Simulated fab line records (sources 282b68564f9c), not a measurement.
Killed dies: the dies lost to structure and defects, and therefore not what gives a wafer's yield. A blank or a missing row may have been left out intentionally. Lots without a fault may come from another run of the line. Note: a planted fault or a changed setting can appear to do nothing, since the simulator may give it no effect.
What tool caused it? :: flow rit_cmos :: 13 lots with 39 wafers sampled at 2 steps, on a route of 202 steps

## WHAT EACH GAUGE READ, for each wafer
No reading from a measuring or inspecting step in the record can be judged against a usual standard deviation.

## WHAT TOOL EACH LOT RAN ON (gives the tool, then ch and the chambers of the sampled wafers, and finally the start)
lot: L179
RIT_ACTIVE_ETCH_13: rie_diel-04 ch 2,3, day 1 15:40
RIT_M1_PROBE_99: -

lot: L180
RIT_ACTIVE_ETCH_13: rie_diel-04 ch 0,1,3, day 1 20:58
RIT_M1_PROBE_99: -

lot: L181
RIT_ACTIVE_ETCH_13: rie_diel-03 ch 0,1,2, day 2 00:47
RIT_M1_PROBE_99: -

lot: L182
RIT_ACTIVE_ETCH_13: rie_diel-04 ch 1,2, day 2 06:28
RIT_M1_PROBE_99: -

lot: L183
RIT_ACTIVE_ETCH_13: rie_diel-04 ch 0,1, day 2 11:32
RIT_M1_PROBE_99: -

lot: L184
RIT_ACTIVE_ETCH_13: rie_diel-04 ch 2,3, day 2 15:50
RIT_M1_PROBE_99: prober-02, day 4 15:49

lot: L185
RIT_ACTIVE_ETCH_13: rie_diel-03 ch 2,3, day 2 23:31
RIT_M1_PROBE_99: -

lot: L190
RIT_ACTIVE_ETCH_13: rie_diel-03 ch 1,2,3, day 3 22:16
RIT_M1_PROBE_99: -

lot: L194
RIT_ACTIVE_ETCH_13: rie_diel-03 ch 0,1,2, day 4 18:17
RIT_M1_PROBE_99: -

lot: L196
RIT_ACTIVE_ETCH_13: rie_diel-03 ch 0,1, day 5 04:50
RIT_M1_PROBE_99: -

lot: L199
RIT_ACTIVE_ETCH_13: rie_diel-02 ch 1,2, day 5 19:56
RIT_M1_PROBE_99: -

lot: L200
RIT_ACTIVE_ETCH_13: rie_diel-02 ch 0,1,2, day 6 00:58
RIT_M1_PROBE_99: -

lot: L201
RIT_ACTIVE_ETCH_13: rie_diel-04 ch 2,3, day 6 04:50
RIT_M1_PROBE_99: -
- RIT_ACTIVE_ETCH_13: etches Si3N4 in SF6, stops on SiO2, time 210 s, target depth 210 nm.
- RIT_M1_PROBE_99

## WHAT THE TOOLS THEMSELVES READ (means of the sampled wafers that have a number; where no wafer has one, the mark that the record gives instead)
RIT_ACTIVE_ETCH_13.
lot: L179
tool: rie_diel-04
drypump_motor_current_A (A): 5.0
oes_product_au (a.u.): 0.806
rf_fwd_power_W (W): 124.5
throttle_valve_pct (%): 7.50

lot: L180
tool: rie_diel-04
drypump_motor_current_A (A): 5.4
oes_product_au (a.u.): 0.820
rf_fwd_power_W (W): 124.9
throttle_valve_pct (%): 7.45

lot: L181
tool: rie_diel-03
drypump_motor_current_A (A): 5.5
oes_product_au (a.u.): 0.833
rf_fwd_power_W (W): 124.3
throttle_valve_pct (%): 7.56

lot: L182
tool: rie_diel-04
drypump_motor_current_A (A): 5.5
oes_product_au (a.u.): 0.807
rf_fwd_power_W (W): 124.4
throttle_valve_pct (%): 7.53

lot: L183
tool: rie_diel-04
drypump_motor_current_A (A): 5.7
oes_product_au (a.u.): 0.814
rf_fwd_power_W (W): 124.6
throttle_valve_pct (%): 7.52

lot: L184
tool: rie_diel-04
drypump_motor_current_A (A): 5.0
oes_product_au (a.u.): 0.803
rf_fwd_power_W (W): 124.7
throttle_valve_pct (%): 7.50

lot: L185
tool: rie_diel-03
drypump_motor_current_A (A): 5.5
oes_product_au (a.u.): 0.834
rf_fwd_power_W (W): 124.5
throttle_valve_pct (%): 7.46

lot: L190
tool: rie_diel-03
drypump_motor_current_A (A): 5.8
oes_product_au (a.u.): 0.849
rf_fwd_power_W (W): 124.9
throttle_valve_pct (%): 7.47

lot: L194
tool: rie_diel-03
drypump_motor_current_A (A): 5.5
oes_product_au (a.u.): 0.836
rf_fwd_power_W (W): 124.3
throttle_valve_pct (%): 7.56

lot: L196
tool: rie_diel-03
drypump_motor_current_A (A): 5.7
oes_product_au (a.u.): 0.831
rf_fwd_power_W (W): 124.5
throttle_valve_pct (%): 7.62

lot: L199
tool: rie_diel-02
drypump_motor_current_A (A): 5.2
oes_product_au (a.u.): 0.809
rf_fwd_power_W (W): 124.4
throttle_valve_pct (%): 7.57

lot: L200
tool: rie_diel-02
drypump_motor_current_A (A): 5.7
oes_product_au (a.u.): 0.821
rf_fwd_power_W (W): 124.3
throttle_valve_pct (%): 7.59

lot: L201
tool: rie_diel-04
drypump_motor_current_A (A): 5.0
oes_product_au (a.u.): 0.840
rf_fwd_power_W (W): 124.4
throttle_valve_pct (%): 7.50

RIT_M1_PROBE_99.
lot: L184
tool: prober-02
killed_at_contacts: 0.0
killed_at_front_end: 19
killed_dies: 19
killed_open: 4.0
killed_short: 3.3

## THE ANSWER, worked out from the rows above alone
Rule: the lots themselves supply what counts as usual. The widest of any qualifying gaps counts: lots, ordered by their means at a reading, are off when they make up no more than a third of the lots, leave a main group of 4 or more, and stand apart from it by 3 or more times the standard deviation of that group's means. If all means in a main group match to the digits the tables above print for the reading, that group is not used. Also off: a lot with no number at a reading for which 4 or more lots have one. Where the step has rows for the other lots, those lots are counted as sound. The gauges are gone through in route order, then the tools' own readings, and for those a lot's mean is taken as printed above. At the first step where some lot is off, the reading lying furthest off is the one used; lots without a number count as furthest.
Nothing can be told from this: no lot is off at any reading shown.

## WHAT THE SIMULATOR HAD PUT IN
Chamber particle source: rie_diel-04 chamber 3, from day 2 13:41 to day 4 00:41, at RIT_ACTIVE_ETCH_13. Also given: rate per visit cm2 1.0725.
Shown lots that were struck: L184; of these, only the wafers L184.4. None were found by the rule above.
